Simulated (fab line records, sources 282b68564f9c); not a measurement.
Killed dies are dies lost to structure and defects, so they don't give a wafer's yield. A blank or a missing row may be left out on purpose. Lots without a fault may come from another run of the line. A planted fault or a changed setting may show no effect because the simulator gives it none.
A struck lot beside a sound one | flow rit_cmos | 26 steps out of a route of 202
Sound: wafers L304.2, L304.4, L304.6. Struck: wafers L308.1, L308.5, L308.6. The cause comes at the end.
At each step with rows: each side's tool, then ch and its chambers, then its first start. Under that, the readings that differ: sound wafers | struck wafers | difference of the means | sigmas: that difference in standard deviations of wafers without a fault.
alike: readings whose means differ by less than 2 such deviations, and words and numbers that are the same on both sides. not compared: withheld readings, readings that some wafer has no value for, bounds like >300 that may hide the same value, and numbers for which the record gives no deviation and whose values overlap.
The two part at a step that has a row with sigmas, a row that says differs or no value, or rows on one side only. Numbers that don't overlap but have no deviation are shown without sigmas and don't part them. A reading that every wafer of one side lacks parts them only if that side has two wafers or more.

first, 1 step without rows for these wafers: RIT_SPACER_CVD_03 (deposits Si3N4 from SiH2Cl2/NH3, target thk 250 nm, time 3300 s).
RIT_SPACER_THK_MEAS_04:
  sound on film_metro-04, day 4 22:46; struck on film_metro-02, day 6 04:04
  alike: SPACER_NITRIDE_THK
RIT_SPACER_ETCHBACK_05: etches Si3N4 in SF6/CHF3, stops on SiO2, target depth 250 nm, time 240 s.
  sound on rie_diel-03 ch 0,2, day 4 22:49; struck on rie_diel-02 ch 1,3, day 6 04:07
  alike: SF6_flow_sccm, chamber_pressure_mTorr, drypump_motor_current_A, oes_product_au, throttle_valve_pct
  not compared: rf_hours_counter_h
then, 6 steps without rows for these wafers: RIT_NSD_HMDS_00 (prime time 60 s); RIT_NSD_COAT_01 (resist thk 1000 nm); RIT_NSD_SOFTBAKE_02 (time 60 s); RIT_NSD_EXPOSE_03 (exposes mask M9, target cd 40700 nm); RIT_NSD_PEB_04; RIT_NSD_DEVELOP_05 (develop time 50 s).
RIT_NSD_OVL_MEAS_06:
  sound on overlay-01, day 4 23:55; struck on overlay-02, day 6 05:07
  alike: NSD_OVL
then, 2 steps without rows for these wafers: RIT_NSD_HARDBAKE_07 (time 60 s); RIT_NSD_IMPLANT_08.
RIT_NSD_STRIP_09: strips in O2, time 180 s.
  sound on plasma_asher-03 ch 0,1, day 5 00:15; struck on plasma_asher-01 ch 0,1, day 6 05:27
  no value came back on the struck wafers for chamber_pressure_mTorr (mTorr), drypump_motor_current_A (A); on the sound wafers chamber_pressure_mTorr (mTorr) reads 4003 4002 4001
  reading                                  | sound | struck            | difference | sigmas
  model.NOVOLAK_of_NSD_COAT_01.thk_nm (nm) | 0 0 0 | 886.6 889.1 884.1 | +886.6     |
  not compared: rf_hours_counter_h
RIT_NSD_TW_MEAS_10:
  sound on film_metro-02, day 5 00:26; struck on film_metro-04, day 6 05:38
  reading | sound          | struck         | difference | sigmas
  NSD_TW  | 3137 3128 3125 | 3157 3160 3176 | +34        | +2
then, 6 steps without rows for these wafers: RIT_PSD_HMDS_00 (prime time 60 s); RIT_PSD_COAT_01 (resist thk 1000 nm); RIT_PSD_SOFTBAKE_02 (time 60 s); RIT_PSD_EXPOSE_03 (exposes mask M10, target cd 40900 nm); RIT_PSD_PEB_04; RIT_PSD_DEVELOP_05 (develop time 50 s).
RIT_PSD_OVL_MEAS_06:
  sound on overlay-02, day 5 01:23; struck on overlay-01, day 6 06:46
  alike: PSD_OVL
then, 2 steps without rows for these wafers: RIT_PSD_HARDBAKE_07 (time 60 s); RIT_PSD_IMPLANT_08.
RIT_PSD_STRIP_09: strips in O2, time 180 s.
  sound on plasma_asher-02 ch 0,1, day 5 01:43; struck on plasma_asher-04 ch 0,1, day 6 07:06
  alike: chamber_pressure_mTorr, drypump_motor_current_A
  not compared: rf_hours_counter_h
RIT_PSD_TW_MEAS_10:
  sound on film_metro-01, day 5 01:54; struck on film_metro-01, day 6 07:17
  reading | sound          | struck   | difference | sigmas
  PSD_TW  | 3485 3457 3469 | 30 30 30 | -3440      | -99 or more
then, 1 step without rows for these wafers: RIT_SDANNEAL_CLEAN_00 (cleans in SC1, time 600 s).

WHERE THEY PART
First at RIT_NSD_STRIP_09; last, within this record, at RIT_PSD_TW_MEAS_10.

WHY: what the simulator had put in
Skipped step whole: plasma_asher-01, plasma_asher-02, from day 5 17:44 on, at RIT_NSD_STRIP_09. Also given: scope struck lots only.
